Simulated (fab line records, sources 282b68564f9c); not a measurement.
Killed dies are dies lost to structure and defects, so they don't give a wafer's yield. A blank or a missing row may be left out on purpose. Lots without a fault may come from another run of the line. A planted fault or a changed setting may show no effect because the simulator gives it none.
Which tool did it? | flow rit_cmos | 14 lots, 42 wafers sampled, at 1 step of a route of 202

WHAT THE GAUGES READ, wafer by wafer
The record holds no reading of a measuring or inspecting step that can be judged against a usual standard deviation.

WHICH TOOL RAN EACH LOT (tool, then ch and the chambers of the sampled wafers, then the start)
lot  | RIT_PWELL_DEVELOP_05
L758 | litho_track-02 ch 0, day 1 23:00
L759 | litho_track-01 ch 0, day 2 06:00
L761 | litho_track-04 ch 0, day 2 13:00
L762 | litho_track-04 ch 0, day 2 18:00
L763 | litho_track-02 ch 0, day 3 01:00
L765 | litho_track-04 ch 0, day 3 11:00
L767 | litho_track-02 ch 0, day 3 22:00
L768 | litho_track-01 ch 0, day 4 00:00
L770 | litho_track-02 ch 0, day 4 11:00
L772 | litho_track-02 ch 0, day 4 21:00
L775 | litho_track-01, day 5 12:00
L776 | litho_track-01, day 5 17:00
L777 | litho_track-02 ch 0, day 5 23:00
L781 | litho_track-02 ch 0, day 6 20:00
- RIT_PWELL_DEVELOP_05: develop time 68 s.

WHAT THE TOOLS THEMSELVES READ (means of the sampled wafers that have a number; where no wafer has one, the mark that the record gives instead)
RIT_PWELL_DEVELOP_05. Usual: chill_plate_temp_C 22.98 C, standard deviation 0.11.
lot  | tool           | chill_plate_temp_C (C) | flag
L758 | litho_track-02 | 23.02                  |
L759 | litho_track-01 | 22.96                  |
L761 | litho_track-04 | 23.03                  |
L762 | litho_track-04 | 23.09                  |
L763 | litho_track-02 | 22.90                  |
L765 | litho_track-04 | 22.96                  |
L767 | litho_track-02 | 22.83                  |
L768 | litho_track-01 | 23.11                  |
L770 | litho_track-02 | 23.06                  |
L772 | litho_track-02 | 22.92                  |
L775 | litho_track-01 | -                      | OFF
L776 | litho_track-01 | -                      | OFF
L777 | litho_track-02 | 22.97                  |
L781 | litho_track-02 | 22.95                  |

THE ANSWER, worked out from the rows above alone
Rule: a lot is off if the mean of its wafers that have a number lies more than 3 standard deviations from the usual mean. A lot without any number at a reading at which 4 lots or more have one is off too. The other lots that the step has rows for count as sound. The gauges are gone through in route order, then the tools' own readings, and for those a lot's mean is taken as printed above. The first step at which some lot is off is used, and at that step the reading that is off furthest; a lot without a number counts as furthest.
Off: L775, L776, at RIT_PWELL_DEVELOP_05 (chill_plate_temp_C). Without a number there: L775, L776.
A tool fits if, at that step or a process step before it, it ran every lot that is off, and no sound lot after the first of them. One fits: litho_track-01 at RIT_PWELL_DEVELOP_05. Its last sound lot is L768 (day 4 00:00), its first lot that is off L775 (day 5 12:00): a fault that began between those two fits.
Blank at RIT_PWELL_DEVELOP_05 on the lots that are off, where sound lots have numbers: chill_plate_temp_C.

WHAT THE SIMULATOR HAD PUT IN
Skipped step whole: litho_track-01, from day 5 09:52 on, at RIT_PWELL_DEVELOP_05. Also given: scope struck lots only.
Lots struck among those shown: L775, L776. The rule above found the same.
